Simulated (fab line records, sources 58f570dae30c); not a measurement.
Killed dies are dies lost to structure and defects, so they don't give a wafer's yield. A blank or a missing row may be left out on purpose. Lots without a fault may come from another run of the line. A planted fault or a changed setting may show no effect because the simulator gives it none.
Which tool did it? | flow berkeley_cmos170 | 14 lots, 42 wafers sampled, at 4 steps of a route of 331

WHAT THE GAUGES READ, wafer by wafer
UCB170_PSD_CD_MEAS_06: target cd 1200 nm. Usual: cd_nm 1199.7 nm, standard deviation 1.5.
lot  | measured     | on        | cd_nm (nm)           | flag
L486 | day 8 00:53  | cd_sem-01 | 1198.4 1198.7 1198.2 |
L490 | day 8 15:37  | cd_sem-02 | 1201.1 1201.3 1199.6 |
L489 | day 8 15:49  | cd_sem-02 | 1197.8 1198.9 1198.6 |
L493 | day 9 16:59  | cd_sem-02 | 1200.1 1200.1 1199.5 |
L494 | day 9 17:10  | cd_sem-02 | 1197.3 1197.8 1198.9 |
L495 | day 9 23:53  | cd_sem-01 | 1199.9 1198.7 1200.3 |
L496 | day 9 23:58  | cd_sem-02 | 1198.7 1199.9 1198.3 |
L498 | day 10 07:37 | cd_sem-01 | 1200.6 1200.9 1201.8 |
L497 | day 10 07:40 | cd_sem-02 | 1198.5 1197.5 1199.7 |
L501 | day 10 23:51 | cd_sem-01 | 1199.0 1198.9 1197.8 |
L504 | day 11 04:36 | cd_sem-01 | 1202.6 1201.4 1202.3 |
L506 | day 12 03:36 | cd_sem-02 | 1198.5 1200.4 1200.6 |
L505 | day 12 03:46 | cd_sem-01 | 1199.7 1198.9 1199.5 |
L508 | day 12 13:26 | cd_sem-01 | 1198.2 1199.4 1198.7 |

UCB170_M1_THK_MEAS_02: measures by xrf. Usual: M1_AL_THK 581 nm, standard deviation 6.9.
lot  | measured     | on            | M1_AL_THK (nm) | flag
L486 | day 8 11:41  | film_metro-04 | 576 582 574    |
L490 | day 9 04:40  | film_metro-02 | 578 579 570    |
L489 | day 9 05:01  | film_metro-02 | 575 574 576    |
L493 | day 10 02:38 | film_metro-02 | 584 583 579    |
L494 | day 10 02:47 | film_metro-03 | 582 583 583    |
L495 | day 10 11:02 | film_metro-02 | 581 573 565    |
L496 | day 10 11:26 | film_metro-03 | 584 577 580    |
L498 | day 10 20:57 | film_metro-02 | 573 583 587    |
L497 | day 10 21:30 | film_metro-03 | 583 584 584    |
L501 | day 11 11:15 | film_metro-02 | 576 578 581    |
L504 | day 11 16:13 | film_metro-02 | 575 582 584    |
L506 | day 12 15:01 | film_metro-04 | 585 587 593    |
L505 | day 12 15:34 | film_metro-03 | 595 594 598    |
L508 | day 12 23:08 | film_metro-03 | 571 581 578    |

WHICH TOOL RAN EACH LOT (tool, then ch and the chambers of the sampled wafers, then the start)
lot  | UCB170_SDANNEAL_RTA_00           | UCB170_CONTACT_RTA_08
L486 | rtp_anneal-02 ch 0, day 8 05:55  | rtp_anneal-02 ch 0, day 8 09:45
L490 | rtp_anneal-01 ch 0, day 8 19:27  | rtp_anneal-02 ch 0, day 9 01:41
L489 | rtp_anneal-02 ch 0, day 8 19:53  | rtp_anneal-01 ch 0, day 9 02:08
L493 | rtp_anneal-02 ch 0, day 9 20:46  | rtp_anneal-01 ch 0, day 10 00:41
L494 | rtp_anneal-01 ch 0, day 9 20:49  | rtp_anneal-02 ch 0, day 10 00:41
L495 | rtp_anneal-01 ch 0, day 10 04:40 | rtp_anneal-01 ch 0, day 10 09:14
L496 | rtp_anneal-02 ch 0, day 10 04:56 | rtp_anneal-02 ch 0, day 10 09:31
L498 | rtp_anneal-01 ch 0, day 10 14:58 | rtp_anneal-01 ch 0, day 10 18:42
L497 | rtp_anneal-02 ch 0, day 10 15:08 | rtp_anneal-02 ch 0, day 10 19:15
L501 | rtp_anneal-02 ch 0, day 11 03:19 | rtp_anneal-02 ch 0, day 11 09:02
L504 | rtp_anneal-02 ch 0, day 11 09:31 | rtp_anneal-02 ch 0, day 11 13:43
L506 | rtp_anneal-01 ch 0, day 12 06:32 | rtp_anneal-01 ch 0, day 12 12:34
L505 | rtp_anneal-01 ch 0, day 12 07:10 | rtp_anneal-01 ch 0, day 12 13:25
L508 | rtp_anneal-02 ch 0, day 12 16:25 | rtp_anneal-01 ch 0, day 12 21:10
- UCB170_SDANNEAL_RTA_00: time 10 s.
- UCB170_CONTACT_RTA_08: time 10 s.

WHAT THE TOOLS THEMSELVES READ (means of the sampled wafers that have a number; where no wafer has one, the mark that the record gives instead)
UCB170_SDANNEAL_RTA_00. Usual: lamp_power_pct 22.1 %, standard deviation 0.3; wafer_temp_C_max 904.3, standard deviation 1.2.
lot  | tool          | lamp_power_pct (%) | wafer_temp_C_max | flag
L486 | rtp_anneal-02 | 22.3               | 903.4            |
L490 | rtp_anneal-01 | 21.8               | 904.9            |
L489 | rtp_anneal-02 | 22.4               | 903.7            |
L493 | rtp_anneal-02 | 22.4               | 903.0            |
L494 | rtp_anneal-01 | 21.8               | 905.3            |
L495 | rtp_anneal-01 | 21.7               | 904.7            |
L496 | rtp_anneal-02 | 22.3               | 903.6            |
L498 | rtp_anneal-01 | 21.8               | 905.2            |
L497 | rtp_anneal-02 | 22.3               | 903.4            |
L501 | rtp_anneal-02 | 22.4               | 904.5            |
L504 | rtp_anneal-02 | 22.4               | 904.1            |
L506 | rtp_anneal-01 | 21.8               | 904.9            |
L505 | rtp_anneal-01 | 21.8               | 904.5            |
L508 | rtp_anneal-02 | 22.3               | 903.1            |

UCB170_CONTACT_RTA_08. Usual: lamp_power_pct 22.08 %, standard deviation 0.3; wafer_temp_C_max 904.3, standard deviation 1.3.
lot  | tool          | lamp_power_pct (%) | wafer_temp_C_max | flag
L486 | rtp_anneal-02 | 22.35              | 903.2            |
L490 | rtp_anneal-02 | 22.38              | 903.9            |
L489 | rtp_anneal-01 | 21.76              | 904.6            |
L493 | rtp_anneal-01 | 21.76              | 904.9            |
L494 | rtp_anneal-02 | 22.36              | 903.4            |
L495 | rtp_anneal-01 | 21.76              | 904.2            |
L496 | rtp_anneal-02 | 22.38              | 902.9            |
L498 | rtp_anneal-01 | 21.77              | 905.2            |
L497 | rtp_anneal-02 | 22.37              | 903.8            |
L501 | rtp_anneal-02 | 24.65              | 937.5            | OFF
L504 | rtp_anneal-02 | 24.65              | 938.8            | OFF
L506 | rtp_anneal-01 | 21.75              | 904.8            |
L505 | rtp_anneal-01 | 21.76              | 905.2            |
L508 | rtp_anneal-01 | 21.75              | 904.6            |

THE ANSWER, worked out from the rows above alone
Rule: a lot is off if the mean of its wafers that have a number lies more than 3 standard deviations from the usual mean. A lot without any number at a reading at which 4 lots or more have one is off too. The other lots that the step has rows for count as sound. The gauges are gone through in route order, then the tools' own readings, and for those a lot's mean is taken as printed above. The first step at which some lot is off is used, and at that step the reading that is off furthest; a lot without a number counts as furthest.
Off: L501, L504, at UCB170_CONTACT_RTA_08 (wafer_temp_C_max).
A tool fits if, at that step or a process step before it, it ran every lot that is off, and no sound lot after the first of them. One fits: rtp_anneal-02 at UCB170_CONTACT_RTA_08. Its last sound lot is L497 (day 10 19:15), its first lot that is off L501 (day 11 09:02): a fault that began between those two fits.
The tool's own readings at UCB170_CONTACT_RTA_08 bear it out: on the lots that are off they differ by more than 5 times the standard deviation of the sound lots' means. lamp_power_pct reads 24.65 % there against 22.01 % on the sound lots; wafer_temp_C_max reads 938.1 there against 904.2 on the sound lots.

WHAT THE SIMULATOR HAD PUT IN
Process parameter drift: rtp_anneal-02, from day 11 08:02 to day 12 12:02, at UCB170_CONTACT_RTA_08. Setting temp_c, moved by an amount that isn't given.
Lots struck among those shown: L501, L504. The rule above found the same.
